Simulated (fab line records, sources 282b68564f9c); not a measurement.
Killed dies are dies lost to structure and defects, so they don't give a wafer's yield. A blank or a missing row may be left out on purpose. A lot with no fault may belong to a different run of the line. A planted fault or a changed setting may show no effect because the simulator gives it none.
Which tool was responsible? + flow rit-cmos + 13 lots, 39 wafers sampled, at 2 steps of a route of 202

== WHAT EACH GAUGE READ, for each wafer ==
RIT_CONTACT_CD_MEAS_08 targets a cd of 1000 nm.
| lot  | measured    | on        | cd-nm (nm)           |
|------|-------------|-----------|----------------------|
| L302 | day 3 20:23 | cd-sem-01 | 997.1 993.5 994.4    |
| L303 | day 4 04:18 | cd-sem-01 | 996.7 996.6 997.9    |
| L305 | day 4 11:57 | cd-sem-01 | 1000.0 1000.9 1000.3 |
| L306 | day 4 14:46 | cd-sem-02 | 1003.1 1003.6 1005.4 |
| L307 | day 4 18:14 | cd-sem-01 | 999.5 999.8 998.5    |
| L308 | day 5 01:34 | cd-sem-02 | 1002.2 1003.6 1002.6 |
| L309 | day 5 06:37 | cd-sem-02 | 999.8 1000.0 997.4   |
| L313 | day 5 23:08 | cd-sem-02 | 998.5 1000.8 1000.2  |
| L316 | day 6 16:33 | cd-sem-01 | 1001.2 999.9 1002.3  |
| L317 | day 6 23:01 | cd-sem-01 | 1151.8 1150.3 1150.1 |
| L319 | day 7 06:17 | cd-sem-01 | 995.6 995.2 994.3    |
| L321 | day 7 18:55 | cd-sem-01 | 998.8 1000.0 997.6   |
| L323 | day 8 03:57 | cd-sem-01 | 1000.5 998.5 998.1   |

== WHICH TOOL RAN EACH LOT (tool, then ch and the chambers of the sampled wafers, then the start) ==
| lot  | RIT_CONTACT_EXPOSE_05              |
|------|------------------------------------|
| L302 | iline-stepper-02 ch 0, day 3 19:52 |
| L303 | iline-stepper-01 ch 0, day 4 03:47 |
| L305 | iline-stepper-01 ch 0, day 4 11:26 |
| L306 | iline-stepper-02 ch 0, day 4 14:07 |
| L307 | iline-stepper-02 ch 0, day 4 17:43 |
| L308 | iline-stepper-02 ch 0, day 5 01:02 |
| L309 | iline-stepper-01 ch 0, day 5 06:07 |
| L313 | iline-stepper-01 ch 0, day 5 22:37 |
| L316 | iline-stepper-02 ch 0, day 6 16:02 |
| L317 | iline-stepper-02 ch 0, day 6 22:29 |
| L319 | iline-stepper-01 ch 0, day 7 05:46 |
| L321 | iline-stepper-01 ch 0, day 7 18:23 |
| L323 | iline-stepper-02 ch 0, day 8 03:26 |
- RIT_CONTACT_EXPOSE_05: exposes mask M11, target cd 1000 nm.

== WHAT THE TOOLS THEMSELVES READ (means of the sampled wafers that have a number; where no wafer has one, the mark that the record gives instead) ==
RIT_CONTACT_EXPOSE_05.
| lot  | tool             | focus-offset-nm (nm) |
|------|------------------|----------------------|
| L302 | iline-stepper-02 | -0.3                 |
| L303 | iline-stepper-01 | 1.1                  |
| L305 | iline-stepper-01 | 0.7                  |
| L306 | iline-stepper-02 | 0.8                  |
| L307 | iline-stepper-02 | 0.8                  |
| L308 | iline-stepper-02 | 0.4                  |
| L309 | iline-stepper-01 | -0.1                 |
| L313 | iline-stepper-01 | 0.3                  |
| L316 | iline-stepper-02 | 0.2                  |
| L317 | iline-stepper-02 | 0.0                  |
| L319 | iline-stepper-01 | -0.3                 |
| L321 | iline-stepper-01 | -0.6                 |
| L323 | iline-stepper-02 | -0.7                 |

== THE ANSWER, worked out from the rows above alone ==
Rule: the lots themselves supply what counts as usual. The widest of any qualifying gaps counts: lots, ordered by their means at a reading, are off when they make up no more than a third of the lots, leave a main group of 4 or more, and stand apart from it by 3 or more times the standard deviation of that group's means. A main group whose means are all the same, to the digits that the tables above print for the reading, isn't used. Also off: a lot with no number at a reading for which 4 or more lots have one. All remaining lots with rows at the step are treated as sound. First the gauges in route order, then the tools' own readings, where a lot's mean is used as printed above. At the first step where some lot is off, the reading lying furthest off is the one used; lots without a number count as furthest.
Off: L317 (RIT_CONTACT_CD_MEAS_08, cd-nm). The main group has a mean of 999.3 nm with a standard deviation of 2.6.
A tool fits if, at a process step before that reading, it ran every lot that is off, and no sound lot after the first of them. The gauges at RIT_CONTACT_CD_MEAS_08 are tried like those tools. Of those tried, none fits.

== WHAT THE SIMULATOR HAD PUT IN ==
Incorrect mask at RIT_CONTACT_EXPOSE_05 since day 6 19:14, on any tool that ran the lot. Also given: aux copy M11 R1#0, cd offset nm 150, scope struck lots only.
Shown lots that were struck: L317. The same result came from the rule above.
